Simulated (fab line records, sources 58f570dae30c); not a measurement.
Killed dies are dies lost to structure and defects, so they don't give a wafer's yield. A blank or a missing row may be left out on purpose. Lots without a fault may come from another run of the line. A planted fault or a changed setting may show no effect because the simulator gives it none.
Split-lot experiment | flow berkeley_cmos170 | 5 lots, 23 wafers read, on a route of 331 steps

THE SPLIT
At UCB170_M1_SPUTTER_00 (material Al, target thk 600 nm, time 80 s), the setting power_w was moved away from the recipe's 6000 W on 7 of the 23 wafers read, by -7.3% to +10.4%. The other wafers ran this setting at the recipe's value.

FROM THE SPLIT TO THE READING: what the file shows between them, 5 steps
- UCB170_M1_RS_MEAS_01: measures by four-point-probe
- UCB170_M1_THK_MEAS_02: measures by xrf
- UCB170_M1_COAT_03
- UCB170_M1_COAT_04: resist thk 900 nm
- UCB170_M1_ETCH_11: etches BARC in N2/H2

THE READING
oes_product_au, in a.u., at UCB170_M1_METAL_ETCH_12 (etches Al in Cl2/BCl3, stops on PSG, target depth 780 nm, time 130 s). Fault-free wafers of this fab line usually give 0.841 a.u., standard deviation 0.014 a.u..

wafer  | tool, chamber at the split | power_w as run, W | against the recipe | oes_product_au, a.u. | against lot-mates on the recipe
L075.1 | pvd_sputter-03, -          | 6000              | recipe             | 0.846                | -
L075.2 | pvd_sputter-03, -          | 6000              | recipe             | 0.843                | -
L075.3 | pvd_sputter-03, -          | 6000              | recipe             | 0.832                | -
L075.5 | pvd_sputter-03, -          | 6000              | recipe             | 0.840                | -
L075.6 | pvd_sputter-03, -          | 6000              | recipe             | 0.836                | -
L076.1 | pvd_sputter-03, -          | 6625              | +10.4%             | 0.895                | +0.067
L076.2 | pvd_sputter-03, -          | 6000              | recipe             | 0.819                | -
L076.3 | pvd_sputter-03, -          | 6000              | recipe             | 0.827                | -
L076.4 | pvd_sputter-03, -          | 6625              | +10.4%             | 0.870                | +0.042
L076.5 | pvd_sputter-03, -          | 6000              | recipe             | 0.838                | -
L080.1 | pvd_sputter-04, -          | 6000              | recipe             | 0.838                | -
L080.3 | pvd_sputter-04, -          | 6000              | recipe             | 0.831                | -
L080.5 | pvd_sputter-04, -          | 6000              | recipe             | 0.835                | -
L082.1 | pvd_sputter-02, -          | 6000              | recipe             | 0.847                | -
L082.2 | pvd_sputter-02, -          | 6000              | recipe             | 0.860                | -
L082.3 | pvd_sputter-02, -          | 5560              | -7.3%              | 0.791                | -0.062
L082.4 | pvd_sputter-02, -          | 5560              | -7.3%              | 0.801                | -0.052
L082.5 | pvd_sputter-02, -          | 5560              | -7.3%              | 0.792                | -0.061
L081.2 | pvd_sputter-03, -          | 6000              | recipe             | 0.841                | -
L081.3 | pvd_sputter-03, -          | 6000              | recipe             | 0.842                | -
L081.4 | pvd_sputter-03, -          | 6260              | +4.3%              | 0.891                | +0.046
L081.5 | pvd_sputter-03, -          | 6260              | +4.3%              | 0.895                | +0.050
L081.6 | pvd_sputter-03, -          | 6000              | recipe             | 0.851                | -

THE FIT
A straight line over all 23 wafers: oes_product_au changes by +0.00563 a.u. for each +1% of power_w; r = +0.88; the points scatter about the line by 0.014 a.u..
The same after taking each lot's own level away (the mean of its wafers on the recipe; 23 wafers): +0.00687 a.u. for each +1%; r = +0.95; scatter 0.011 a.u..
On that fit, the largest move of power_w shifts the reading by 0.072 a.u..
The lots' own levels span 0.8280 to 0.8535 a.u., that is 1.8 times the standard deviation above.
So the lot-to-lot level changes the slope: the two fits differ.
Check: with one of the wafers moved furthest among these (+10.4%) left out of the fit, the line predicts +0.072 a.u. for it against its lot-mates. It came out at +0.067 a.u. against them.

OTHER SPLITS ON THESE WAFERS
These wafers also went through other splits before the reading. Each is held against what the fit with the lots' levels taken away leaves over:
other split on the same wafers   | wafers away from the commonest value | r with oes_product_au (lot level and that fit taken away)
UCB170_CONTACT_PEB_13 peb_temp_c | 8                                    | -0.09

THE WHOLE CHAIN: every reading that the file lists as answering this split, in the file's order
step                    | what it does                                                         | reading                                                                     | change (the file's fit)                   | r (the file's)
UCB170_M1_SPUTTER_00    | material Al, target thk 600 nm, time 80 s                            | Al_of_M1_SPUTTER_00.thk_nm (the simulator's own value, which no gauge read) | +6.69 nm for each +1% of the setting      | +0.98
UCB170_M1_RS_MEAS_01    | measures by four-point-probe                                         | M1_AL_RS                                                                    | -0.00053 for each +1% of the setting      | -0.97
UCB170_M1_THK_MEAS_02   | measures by xrf                                                      | M1_AL_THK                                                                   | +6.56 for each +1% of the setting         | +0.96
UCB170_M1_METAL_ETCH_12 | etches Al in Cl2/BCl3, stops on PSG, target depth 780 nm, time 130 s | oes_product_au                                                              | +0.00664 a.u. for each +1% of the setting | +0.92

THE FILE'S OWN FIT
oes_product_au changes by +0.00664 a.u. for each +1% of power_w, r = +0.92.
